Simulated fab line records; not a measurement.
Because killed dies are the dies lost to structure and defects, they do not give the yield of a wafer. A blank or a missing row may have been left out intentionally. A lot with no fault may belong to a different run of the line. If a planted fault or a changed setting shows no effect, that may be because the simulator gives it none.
A single fault, viewed from 2 desks | flow berkeley-cmos170 | numbers are kept per desk, each desk with only its own; the story behind them comes last

## THE TOOL OWNER'S DESK: krf-scanner-02
The tool's own readings at UCB170_NLDD_EXPOSE_03 (exposes mask NSELECT, target cd 1200 nm): means of the sampled wafers that have a number, for each lot that ran on this tool. Any lot whose mean is over 4 standard deviations away from the usual mean is out of limits and marked OUT; that distance is given in the brackets.
Columns: A = exposure-dose-mJ-cm2 at UCB170_NLDD_EXPOSE_03, usual 30.006
lot  | first seen here | A
L110 | day 8 00:53     | 29.984
L112 | day 8 09:16     | 30.022
L113 | day 9 10:01     | 29.968
L116 | day 9 10:19     | 30.011
L117 | day 9 21:04     | 30.025
L120 | day 10 08:10    | 30.004
L121 | day 10 21:58    | 29.987
L122 | day 10 22:44    | 29.321 (-24) OUT
L128 | day 12 09:32    | 29.450 (-20) OUT
This desk's finding: out of limits on L122, L128; first on L122, day 10 22:44 (exposure-dose-mJ-cm2 at UCB170_NLDD_EXPOSE_03). In limits: L110, L112, L113, L116, L117, L120, L121.

## FROM THE METROLOGY DESK
What the gauges read, lot by lot, whatever tool the lot ran on: means of the sampled wafers that have a number. Any lot whose mean is over 4 standard deviations away from the usual mean is out of limits and marked OUT; that distance is given in the brackets.
Columns: A = PFIELD_TW at UCB170_PFIELD_TW_MEAS_09, usual 598; B = cd-nm at UCB170_NLDD_CD_MEAS_06, usual 1200.0 nm
lot  | first seen here | A   | B
L108 | day 4 20:37     | 595 | 1200.9
L110 | day 5 04:59     | 607 | 1200.1
L111 | day 5 05:41     | 602 | 1198.8
L112 | day 5 18:51     | 603 | 1200.6
L113 | day 6 03:44     | 594 | 1201.0
L116 | day 6 04:00     | 602 | 1198.8
L114 | day 6 04:34     | 601 | 1200.7
L117 | day 6 15:44     | 600 | 1200.4
L120 | day 7 05:20     | 596 | 1199.1
L121 | day 7 22:36     | 602 | 1201.5
L122 | day 7 22:47     | 599 | 1196.4
L123 | day 8 16:43     | 596 | 1199.7
L126 | day 9 03:04     | 589 | 1200.1
L128 | day 9 16:40     | 603 | 1197.3
This desk's finding: nothing out of limits on any of the 14 lots.

## TAKEN TOGETHER
On L122, L128, at day 10 22:44, an alarm was possible from the tool owner's desk.
The metrology desk saw nothing out of limits.
The metrology desk has L122, L128 on record, within its limits.
All the named lots went through UCB170_NLDD_EXPOSE_03 on krf-scanner-02.

## WHAT THE SIMULATOR HAD INSERTED
Drift in process parameters on krf-scanner-02 at UCB170_NLDD_EXPOSE_03, starting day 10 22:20. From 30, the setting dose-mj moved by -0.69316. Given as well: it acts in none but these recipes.
Lots struck among those shown: L122, L128.
Hours from the fault's start to each desk's first reading out of limits: the tool owner's desk, 0.
